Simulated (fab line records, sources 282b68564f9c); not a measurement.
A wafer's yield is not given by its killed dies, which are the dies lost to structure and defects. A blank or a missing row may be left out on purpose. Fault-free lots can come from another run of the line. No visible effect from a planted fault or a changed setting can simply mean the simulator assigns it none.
fab line records / flow rit_cmos
[record] lots = 13 wafers = 39 last_day = 7
route steps=202 shown SILICIDE@165 CONTACT@173 M1@202
lots untouched by any fault: they come from a run of this same line in which no faults occurred
start_h: start of the lot's first displayed wafer, in hours after the record's first day / wait_h: hours elapsed since this lot's preceding step / " the same as in the row above / L1.1+2: a single row standing in for several wafers / - no value, or no start given / * or withheld: withheld / < > ~ a bound
route shown NAME@n: NAME is a module with steps in the file, n the number in the route of the first one / usual: mean/standard deviation taken from wafers without a fault / same: alike in all rows / chamber/n: place in a boat / sites: per-site readings / _std_site: their standard deviation / _edge_site: inner sites' mean taken away from outer sites' mean / radius_mm: for every site, how far away it sits from the centre of the wafer / mask NAME#n: copy n / behind: the tool/chamber that last shaped the wafer / hold: cause of the lot's hold/its duration in hours/its outcome / device: which transistor (n, p or np) failed to switch / end of line: tests of these same wafers at the route's end / step lacking rows: just its recipe / killed: the dies lost at the first sort to structure and to defects; this is not the yield of the wafer / map: a wafer's dies, x killed, . not, _ none there
set.NAME: setting as actually run; set.NAME@STEP: the setting as run at that earlier step / model.NAME: the simulator's own value behind a step, which no gauge read
steps of the route over a sample of lots; a table a step, a row a wafer
services: from which hour (start_h, from the record's first day; less than 0 if before it) a tool's chamber was out of use, for how many hours, and why
[[steps]]
[step RIT_SILICIDE_RTA_04]
[recipe] temp_c = 650 time_s = 10 idle_temp_c = 25 ramp_up_s = 5 ramp_down_s = 5 cool_to_c = 25 ambient = N2
[usual] chamber_o2_ppm = 2.002/0.021 wafer_temp_C_max = 653.2/0.61
lot.wafer=L610.2 tool=rtp_anneal-02 chamber=0 start_h=65.29 wait_h=0.1 chamber_o2_ppm=1.983 wafer_temp_C_max=653.3
lot.wafer=L610.4 tool=rtp_anneal-02 chamber=0 start_h=65.29 wait_h=0.1 chamber_o2_ppm=1.966 wafer_temp_C_max=652.0
lot.wafer=L610.6 tool=rtp_anneal-02 chamber=0 start_h=65.29 wait_h=0.1 chamber_o2_ppm=2.017 wafer_temp_C_max=652.8
lot.wafer=L614.1 tool=rtp_anneal-01 chamber=0 start_h=80.68 wait_h=0.1 chamber_o2_ppm=1.989 wafer_temp_C_max=653.6
lot.wafer=L614.4 tool=rtp_anneal-01 chamber=0 start_h=80.68 wait_h=0.1 chamber_o2_ppm=1.986 wafer_temp_C_max=653.3
lot.wafer=L614.5 tool=rtp_anneal-01 chamber=0 start_h=80.68 wait_h=0.1 chamber_o2_ppm=2.006 wafer_temp_C_max=652.9
lot.wafer=L615.1 tool=rtp_anneal-01 chamber=0 start_h=81.15 wait_h=0.1 chamber_o2_ppm=1.963 wafer_temp_C_max=652.6
lot.wafer=L615.3 tool=rtp_anneal-01 chamber=0 start_h=81.15 wait_h=0.1 chamber_o2_ppm=1.978 wafer_temp_C_max=652.5
lot.wafer=L615.5 tool=rtp_anneal-01 chamber=0 start_h=81.15 wait_h=0.1 chamber_o2_ppm=2.008 wafer_temp_C_max=653.2
lot.wafer=L619.2 tool=rtp_anneal-02 chamber=0 start_h=98.46 wait_h=0.1 chamber_o2_ppm=1.994 wafer_temp_C_max=654.0
lot.wafer=L619.3 tool=rtp_anneal-02 chamber=0 start_h=98.46 wait_h=0.1 chamber_o2_ppm=2.003 wafer_temp_C_max=654.3
lot.wafer=L619.4 tool=rtp_anneal-02 chamber=0 start_h=98.46 wait_h=0.1 chamber_o2_ppm=1.988 wafer_temp_C_max=654.5
lot.wafer=L621.1 tool=rtp_anneal-01 chamber=0 start_h=115.47 wait_h=0.1 chamber_o2_ppm=2.016 wafer_temp_C_max=652.7
lot.wafer=L621.4 tool=rtp_anneal-01 chamber=0 start_h=115.47 wait_h=0.1 chamber_o2_ppm=2.008 wafer_temp_C_max=651.9
lot.wafer=L621.5 tool=rtp_anneal-01 chamber=0 start_h=115.47 wait_h=0.1 chamber_o2_ppm=2.023 wafer_temp_C_max=654.0
lot.wafer=L624.1 tool=rtp_anneal-02 chamber=0 start_h=128.37 wait_h=0.1 chamber_o2_ppm=2.010 wafer_temp_C_max=653.5
lot.wafer=L624.3 tool=rtp_anneal-02 chamber=0 start_h=128.37 wait_h=0.1 chamber_o2_ppm=1.994 wafer_temp_C_max=653.2
lot.wafer=L624.6 tool=rtp_anneal-02 chamber=0 start_h=128.37 wait_h=0.1 chamber_o2_ppm=2.012 wafer_temp_C_max=654.3
lot.wafer=L626.1 tool=rtp_anneal-02 chamber=0 start_h=139.83 wait_h=0.1 chamber_o2_ppm=1.956 wafer_temp_C_max=653.4
lot.wafer=L626.4 tool=rtp_anneal-02 chamber=0 start_h=139.83 wait_h=0.1 chamber_o2_ppm=1.989 wafer_temp_C_max=653.3
lot.wafer=L626.6 tool=rtp_anneal-02 chamber=0 start_h=139.83 wait_h=0.1 chamber_o2_ppm=1.968 wafer_temp_C_max=653.4
lot.wafer=L627.2 tool=rtp_anneal-01 chamber=0 start_h=142.36 wait_h=0.1 chamber_o2_ppm=1.982 wafer_temp_C_max=653.2
lot.wafer=L627.3 tool=rtp_anneal-01 chamber=0 start_h=142.36 wait_h=0.1 chamber_o2_ppm=2.005 wafer_temp_C_max=653.2
lot.wafer=L627.5 tool=rtp_anneal-01 chamber=0 start_h=142.36 wait_h=0.1 chamber_o2_ppm=1.989 wafer_temp_C_max=653.0
lot.wafer=L628.2 tool=rtp_anneal-02 chamber=0 start_h=149.68 wait_h=0.1 chamber_o2_ppm=2.021 wafer_temp_C_max=652.8
lot.wafer=L628.3 tool=rtp_anneal-02 chamber=0 start_h=149.68 wait_h=0.1 chamber_o2_ppm=2.018 wafer_temp_C_max=653.1
lot.wafer=L628.6 tool=rtp_anneal-02 chamber=0 start_h=149.68 wait_h=0.1 chamber_o2_ppm=2.049 wafer_temp_C_max=653.5
lot.wafer=L629.4 tool=rtp_anneal-01 chamber=0 start_h=150.70 wait_h=0.1 chamber_o2_ppm=1.997 wafer_temp_C_max=653.2
lot.wafer=L629.5 tool=rtp_anneal-01 chamber=0 start_h=150.70 wait_h=0.1 chamber_o2_ppm=2.001 wafer_temp_C_max=654.4
lot.wafer=L629.6 tool=rtp_anneal-01 chamber=0 start_h=150.70 wait_h=0.1 chamber_o2_ppm=1.996 wafer_temp_C_max=652.6
lot.wafer=L631.2 tool=rtp_anneal-01 chamber=0 start_h=161.23 wait_h=0.1 chamber_o2_ppm=2.010 wafer_temp_C_max=653.8
lot.wafer=L631.5 tool=rtp_anneal-01 chamber=0 start_h=161.23 wait_h=0.1 chamber_o2_ppm=2.000 wafer_temp_C_max=654.1
lot.wafer=L631.6 tool=rtp_anneal-01 chamber=0 start_h=161.23 wait_h=0.1 chamber_o2_ppm=2.029 wafer_temp_C_max=653.0
lot.wafer=L632.4 tool=rtp_anneal-02 chamber=0 start_h=165.82 wait_h=0.1 chamber_o2_ppm=2.017 wafer_temp_C_max=653.1
lot.wafer=L632.5 tool=rtp_anneal-02 chamber=0 start_h=165.82 wait_h=0.1 chamber_o2_ppm=1.972 wafer_temp_C_max=652.7
lot.wafer=L632.6 tool=rtp_anneal-02 chamber=0 start_h=165.82 wait_h=0.1 chamber_o2_ppm=1.997 wafer_temp_C_max=653.6
lot.wafer=L633.1 tool=rtp_anneal-01 chamber=0 start_h=171.57 wait_h=0.1 chamber_o2_ppm=2.039 wafer_temp_C_max=653.8
lot.wafer=L633.5 tool=rtp_anneal-01 chamber=0 start_h=171.57 wait_h=0.1 chamber_o2_ppm=1.986 wafer_temp_C_max=652.9
lot.wafer=L633.6 tool=rtp_anneal-01 chamber=0 start_h=171.57 wait_h=0.1 chamber_o2_ppm=1.990 wafer_temp_C_max=653.0
[step RIT_CONTACT_EXPOSE_05]
[recipe] mask_id = M11 na = 0.6 source_shape = conventional sigma_outer = 0.5 target_cd_nm = 1000 dose_mj = 250
lot.wafer=L610.2+4+6 tool=iline_stepper-02 chamber=0 start_h=66.25 wait_h=0.2 mask=M11#0
lot.wafer=L614.1+4+5 tool=iline_stepper-01 chamber=0 start_h=81.54 wait_h=0.2 mask=M11#0
lot.wafer=L615.1+3+5 tool=iline_stepper-02 chamber=0 start_h=82.08 wait_h=0.2 mask=M11#0
lot.wafer=L619.2+3+4 tool=iline_stepper-02 chamber=0 start_h=99.20 wait_h=0.1 mask=M11_R1#0
lot.wafer=L621.1+4+5 tool=iline_stepper-01 chamber=0 start_h=116.20 wait_h=0.1 mask=M11#0
lot.wafer=L624.1+3+6 tool=iline_stepper-01 chamber=0 start_h=129.11 wait_h=0.1 mask=M11#0
lot.wafer=L626.1+4+6 tool=iline_stepper-01 chamber=0 start_h=140.72 wait_h=0.2 mask=M11#0
lot.wafer=L627.2+3+5 tool=iline_stepper-02 chamber=0 start_h=143.23 wait_h=0.2 mask=M11#0
lot.wafer=L628.2+3+6 tool=iline_stepper-02 chamber=0 start_h=150.43 wait_h=0.1 mask=M11#0
lot.wafer=L629.4+5+6 tool=iline_stepper-02 chamber=0 start_h=151.49 wait_h=0.1 mask=M11#0
lot.wafer=L631.2+5+6 tool=iline_stepper-01 chamber=0 start_h=162.10 wait_h=0.2 mask=M11#0
lot.wafer=L632.4+5+6 tool=iline_stepper-02 chamber=0 start_h=166.76 wait_h=0.2 mask=M11#0
lot.wafer=L633.1+5+6 tool=iline_stepper-02 chamber=0 start_h=172.30 wait_h=0.1 mask=M11#0
[step RIT_CONTACT_CD_MEAS_08]
[recipe] target_cd_nm = 1000
[usual] cd_nm = 999.8/2.4
lot.wafer=L610.2 tool=cd_sem-01 chamber=- start_h=66.77 wait_h=- cd_nm=999.9
lot.wafer=L610.4 tool=cd_sem-01 chamber=- start_h=66.77 wait_h=- cd_nm=1002.3
lot.wafer=L610.6 tool=cd_sem-01 chamber=- start_h=66.77 wait_h=- cd_nm=1002.4
lot.wafer=L614.1 tool=cd_sem-02 chamber=- start_h=82.13 wait_h=- cd_nm=995.7
lot.wafer=L614.4 tool=cd_sem-02 chamber=- start_h=82.13 wait_h=- cd_nm=997.9
lot.wafer=L614.5 tool=cd_sem-02 chamber=- start_h=82.13 wait_h=- cd_nm=998.9
lot.wafer=L615.1 tool=cd_sem-01 chamber=- start_h=82.60 wait_h=- cd_nm=999.1
lot.wafer=L615.3 tool=cd_sem-01 chamber=- start_h=82.60 wait_h=- cd_nm=998.6
lot.wafer=L615.5 tool=cd_sem-01 chamber=- start_h=82.60 wait_h=- cd_nm=1000.0
lot.wafer=L619.2 tool=cd_sem-02 chamber=- start_h=99.72 wait_h=- cd_nm=1152.5
lot.wafer=L619.3 tool=cd_sem-02 chamber=- start_h=99.72 wait_h=- cd_nm=1153.4
lot.wafer=L619.4 tool=cd_sem-02 chamber=- start_h=99.72 wait_h=- cd_nm=1150.4
lot.wafer=L621.1 tool=cd_sem-02 chamber=- start_h=116.72 wait_h=- cd_nm=996.7
lot.wafer=L621.4 tool=cd_sem-02 chamber=- start_h=116.72 wait_h=- cd_nm=1000.0
lot.wafer=L621.5 tool=cd_sem-02 chamber=- start_h=116.72 wait_h=- cd_nm=998.9
lot.wafer=L624.1 tool=cd_sem-01 chamber=- start_h=129.62 wait_h=- cd_nm=1001.0
lot.wafer=L624.3 tool=cd_sem-01 chamber=- start_h=129.62 wait_h=- cd_nm=1003.2
lot.wafer=L624.6 tool=cd_sem-01 chamber=- start_h=129.62 wait_h=- cd_nm=1001.2
lot.wafer=L626.1 tool=cd_sem-01 chamber=- start_h=141.24 wait_h=- cd_nm=1002.1
lot.wafer=L626.4 tool=cd_sem-01 chamber=- start_h=141.24 wait_h=- cd_nm=1004.0
lot.wafer=L626.6 tool=cd_sem-01 chamber=- start_h=141.24 wait_h=- cd_nm=1003.1
lot.wafer=L627.2 tool=cd_sem-01 chamber=- start_h=143.74 wait_h=- cd_nm=1000.4
lot.wafer=L627.3 tool=cd_sem-01 chamber=- start_h=143.74 wait_h=- cd_nm=999.8
lot.wafer=L627.5 tool=cd_sem-01 chamber=- start_h=143.74 wait_h=- cd_nm=998.6
lot.wafer=L628.2 tool=cd_sem-01 chamber=- start_h=150.94 wait_h=- cd_nm=999.4
lot.wafer=L628.3 tool=cd_sem-01 chamber=- start_h=150.94 wait_h=- cd_nm=1002.9
lot.wafer=L628.6 tool=cd_sem-01 chamber=- start_h=150.94 wait_h=- cd_nm=1000.5
lot.wafer=L629.4 tool=cd_sem-01 chamber=- start_h=152.01 wait_h=- cd_nm=1002.1
lot.wafer=L629.5 tool=cd_sem-01 chamber=- start_h=152.01 wait_h=- cd_nm=1003.5
lot.wafer=L629.6 tool=cd_sem-01 chamber=- start_h=152.01 wait_h=- cd_nm=1004.7
lot.wafer=L631.2 tool=cd_sem-01 chamber=- start_h=162.62 wait_h=- cd_nm=1005.2
lot.wafer=L631.5 tool=cd_sem-01 chamber=- start_h=162.62 wait_h=- cd_nm=1002.6
lot.wafer=L631.6 tool=cd_sem-01 chamber=- start_h=162.62 wait_h=- cd_nm=1004.3
lot.wafer=L632.4 tool=cd_sem-01 chamber=- start_h=167.28 wait_h=- cd_nm=999.1
lot.wafer=L632.5 tool=cd_sem-01 chamber=- start_h=167.28 wait_h=- cd_nm=998.5
lot.wafer=L632.6 tool=cd_sem-01 chamber=- start_h=167.28 wait_h=- cd_nm=1001.5
lot.wafer=L633.1 tool=cd_sem-01 chamber=- start_h=172.82 wait_h=- cd_nm=998.3
lot.wafer=L633.5 tool=cd_sem-01 chamber=- start_h=172.82 wait_h=- cd_nm=999.9
lot.wafer=L633.6 tool=cd_sem-01 chamber=- start_h=172.82 wait_h=- cd_nm=999.4
[step RIT_M1_PROBE_99]
[usual] killed_at_contacts = 0.1/0.23 killed_at_front_end = 6.6/2.8 killed_dies = 6.6/2.8 killed_on_rim = 1.8/1.4 killed_open = 3.3/2 killed_short = 3.2/1.7
[same] gross_dies = 264 killed_at_M0_to_M3 = 0 killed_at_M4_up = 0 killed_at_back_side = 0 killed_at_other = 0
lot.wafer=L619.2 tool=prober-02 chamber=- start_h=105.06 wait_h=0.1 killed_at_contacts=56 killed_at_front_end=6 killed_dies=62 killed_on_rim=31 killed_open=3 killed_short=3
lot.wafer=L619.3 tool=prober-02 chamber=- start_h=105.11 wait_h=0.2 killed_at_contacts=53 killed_at_front_end=10 killed_dies=63 killed_on_rim=36 killed_open=4 killed_short=6
lot.wafer=L619.4 tool=prober-02 chamber=- start_h=105.16 wait_h=0.2 killed_at_contacts=58 killed_at_front_end=7 killed_dies=65 killed_on_rim=38 killed_open=3 killed_short=4
// killed by level:class
L619.2 CONTACT:area_expose=56 GATE:geometric_particle:short=3 GATE:geometric_particle:open=2 SPACER:geometric_particle:open=1
L619.3 CONTACT:area_expose=53 GATE:geometric_particle:short=3 REOX:geometric_particle:open=2 SPACER:geometric_particle:open=2 REOX:geometric_particle:short=1 SPACER:geometric_particle:short=1 SILICIDE:geometric_particle:short=1
L619.4 CONTACT:area_expose=58 GATE:geometric_particle:short=2 REOX:geometric_particle:open=2 FOX1:geometric_particle:short=1 GATE:geometric_particle:open=1 REOX:geometric_particle:short=1
[[services]]
tool=iline_stepper-01 chamber=- start_h=47.78 hours=4.4 kind=pm
tool=iline_stepper-02 chamber=0 start_h=60.51 hours=- kind=calibration
tool=iline_stepper-01 chamber=0 start_h=70.12 hours=- kind=calibration
tool=iline_stepper-02 chamber=- start_h=71.35 hours=1.7 kind=pm
tool=iline_stepper-01 chamber=- start_h=96.26 hours=3.8 kind=repair
tool=iline_stepper-02 chamber=- start_h=112.83 hours=4.4 kind=pm
tool=iline_stepper-01 chamber=- start_h=156.36 hours=1.7 kind=pm
tool=iline_stepper-02 chamber=- start_h=161.15 hours=4.3 kind=pm
[[key]]
[first_sign] step = RIT_CONTACT_EXPOSE_05 reading = mask direction = changed
[effect] step = RIT_CONTACT_CD_MEAS_08 reading = cd_nm direction = up sigmas = 64 usual = 999.8 struck = 1152.1
[effect] step = RIT_M1_PROBE_99 reading = killed_at_contacts direction = up sigmas = 56 usual = 0.1 struck = 55.7
[more_kills_born_at] RIT_CONTACT_EXPOSE_05@iline_stepper-02 = 167
met_at RIT_CONTACT_EXPOSE_05
struck_lots L619
tester_left_out L619
not_acting_at RIT_SILICIDE_RTA_04
onset_between 82.08 99.20
[fault] kind = wrong_mask tool = any chamber = - onset_h = 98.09 steps = RIT_CONTACT_EXPOSE_05 aux_copy = M11_R1#0 cd_offset_nm = 150 scope = struck_lots_only
// tester_left_out: of these lots the tester's yield and bins aren't shown, on N5 and GAA mostly nor the transistor test; their killed dies are dies lost to structure and defects alone, not to doping, threshold or leakage, so they don't give the yield
